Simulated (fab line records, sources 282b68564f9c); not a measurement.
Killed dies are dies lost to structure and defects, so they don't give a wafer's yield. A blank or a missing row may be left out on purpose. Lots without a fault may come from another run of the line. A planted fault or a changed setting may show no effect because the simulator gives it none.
Problem report in the 8D (eight disciplines) form, filled by code | flow rit_cmos | the parts of the form that need people (team, actions taken, sign-off) are left out

1. THE PROBLEM
ACTIVE_NITRIDE_THK at RIT_ACTIVE_THK_MEAS_04 reads a mean of 120.5 nm on 6 wafers of 2 lots; wafers without a fault read 149.5 nm with a standard deviation of 1.3. That is -22 standard deviations from the usual mean.
First seen on wafer L315.2, day 5 07:32, on film_metro-04. The record holds 42 wafers of 14 lots with a number at this step. Rule for "out", or "out of limits": more than 4 standard deviations from the usual mean. The other wafers with a number count as sound.

2. WHAT IT IS AND WHAT IT IS NOT
question                    | is                     | is not
which readings at this step | ACTIVE_NITRIDE_THK     | -
which lots                  | L315, L316             | L298, L300, L301, L302, L304, L306, L307, L309, L310, L318, L319, L320
which wafers of those lots  | all that have a number | -
read on which gauges        | film_metro-04          | film_metro-02, film_metro-03
when                        | from day 5 07:32       | up to then (27 sound wafers); but 9 sound wafers of L318, L319, L320 came after

3. SUSPECTS, AND WHAT RULES EACH OUT
Counting: a tool at a process step up to the reading stays a suspect if it ran every lot that is out and no sound lot after the first of them.
- the gauge at RIT_ACTIVE_THK_MEAS_04: ruled out. All the wafers that are out were read on film_metro-04, but those of them that RIT_ACTIVE_CVD_03 has rows for are out there too, on other tools.
- lpcvd-02 at RIT_ACTIVE_CVD_03 (deposits Si3N4 from SiH2Cl2/NH3, target thk 150 nm, time 1500 s): ruled out as a lasting fault. Sound lots L319, L320 ran on it after its first lot that is out, L315 (day 5 06:07).
Left after counting: nothing in the record.

4. THE CAUSE (what the simulator had put in)
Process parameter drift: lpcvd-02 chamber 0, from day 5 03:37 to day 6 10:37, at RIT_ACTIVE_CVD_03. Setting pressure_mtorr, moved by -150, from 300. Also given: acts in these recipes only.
Counting ruled it out, wrongly: the rule takes a fault to strike every lot that its tool runs from its start on, and this one did not.

5. THE CHAIN OF EFFECTS, in route order
Each row: a reading whose mean over the struck wafers that have a number lies more than 3 standard deviations from the usual. Only readings for which the record gives a usual standard deviation are gone through. hours: the time from each lot's start at the first step in this table that gives one to its start at this step, as a median over the lots. sigmas: the change in usual standard deviations.
hours | step                   | reading            | usual       | on struck wafers | change | sigmas
0     | RIT_ACTIVE_CVD_03      | pressure_mtorr     | 299.9 mTorr | 150.3            | -149.6 | -99 or more
1     | RIT_ACTIVE_THK_MEAS_04 | ACTIVE_NITRIDE_THK | 149.5 nm    | 120.5            | -29.0  | -22
3     | RIT_ACTIVE_ETCH_13     | oes_product_au     | 0.814 a.u.  | 0.733            | -0.081 | -6.8
The process steps in it:
- RIT_ACTIVE_CVD_03: deposits Si3N4 from SiH2Cl2/NH3, target thk 150 nm, time 1500 s.
- RIT_ACTIVE_ETCH_13: etches Si3N4 in SF6, stops on SiO2, time 210 s, target depth 210 nm.
Later measuring or inspecting steps at which every struck wafer that the step has a row for has a number for every such reading, and none has moved that far: RIT_NRETRO_OVL_MEAS_06.

6. WHAT WOULD HAVE CAUGHT IT SOONER
In this record the first reading out of limits at a measuring or inspecting step was taken at day 5 07:32, 4 hours after the fault began at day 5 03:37.
The tool's own readings at RIT_ACTIVE_CVD_03 were out on every struck wafer that the step has a row for (pressure_mtorr): an alarm limit on them would have fired on the first of those.
